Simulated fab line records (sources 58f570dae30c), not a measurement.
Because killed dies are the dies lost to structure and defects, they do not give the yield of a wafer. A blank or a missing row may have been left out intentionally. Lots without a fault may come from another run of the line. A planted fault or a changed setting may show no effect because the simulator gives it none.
One fault through the eyes of 2 desks | flow berkeley-cmos170 | each desk holds nothing but its own numbers, with what lay behind them at the end

== AT THE METROLOGY DESK ==
What the gauges read for every lot (on any tool): the sampled wafers with a number, averaged. A lot is out of limits, marked OUT, if its mean lies more than 4 standard deviations from the usual mean; the brackets give that distance.
Columns: A = PWELL_OXIDE_THK at UCB170_PWELL_THK_MEAS_03, usual 26.5 nm; B = ACTIVE_OVL at UCB170_ACTIVE_OVL_MEAS_14, usual 3 nm; C = cd-nm at UCB170_PSD_CD_MEAS_06, usual 1199.7 nm
lot  | first seen here | A    | B  | C
L325 | day 3 17:47     | 26.1 | -1 | 1200.1
L326 | day 3 17:47     | 27.5 | 0  | 1198.7
L328 | day 3 21:38     | 26.6 | -5 | 1201.2
L331 | day 4 04:55     | 26.5 | 1  | 1199.8
L330 | day 4 07:37     | 26.6 | -2 | 1198.8
L333 | day 5 01:10     | 27.0 | 4  | 1201.1
L334 | day 5 12:03     | 26.6 | 1  | 1201.1
L335 | day 5 21:37     | 26.3 | -3 | 1198.5
L337 | day 6 01:58     | 26.7 | 4  | -
L339 | day 6 01:58     | 27.1 | 9  | -
L342 | day 6 18:06     | 26.0 | 9  | 1198.4
L343 | day 7 00:47     | 26.3 | 13 | 1198.8
L344 | day 7 00:48     | 26.2 | -2 | 1198.7
L345 | day 7 07:37     | 26.4 | -8 | 1199.6
Finding of this desk: none of the 14 lots has anything out of limits.

== FOR THE TOOL OWNER'S DESK: plasma-asher-04 ==
The tool's own readings at UCB170_PVT_STRIP_08 (strips in O2): means of the sampled wafers that have a number, for each lot that ran on this tool. A lot is out of limits, marked OUT, if its mean lies more than 4 standard deviations from the usual mean; the brackets give that distance.
Columns: A = chamber-pressure-mTorr at UCB170_PVT_STRIP_08, usual 3500 mTorr; B = drypump-motor-current-A at UCB170_PVT_STRIP_08, usual 5.9 A; C = oes-product-au at UCB170_PVT_STRIP_08, usual 0.735 a.u.; D = strip-time-to-endpoint-s at UCB170_PVT_STRIP_08, usual 21.65 s
lot  | first seen here | A    | B   | C     | D
L328 | day 6 22:49     | 3499 | 6.4 | 0.734 | 21.62
L330 | day 7 08:13     | 3502 | 6.4 | 0.738 | 21.68
L334 | day 8 10:29     | 3501 | 6.2 | 0.732 | 21.69
L343 | day 9 20:30     | 3498 | 6.5 | 0.737 | 21.60
Finding of this desk: none of the 4 lots has anything out of limits.

== TAKEN TOGETHER ==
At the metrology desk, nothing out of limits was observed.
Nothing out of limits was seen by the tool owner's desk.

== WHAT THE SIMULATOR HAD INSERTED ==
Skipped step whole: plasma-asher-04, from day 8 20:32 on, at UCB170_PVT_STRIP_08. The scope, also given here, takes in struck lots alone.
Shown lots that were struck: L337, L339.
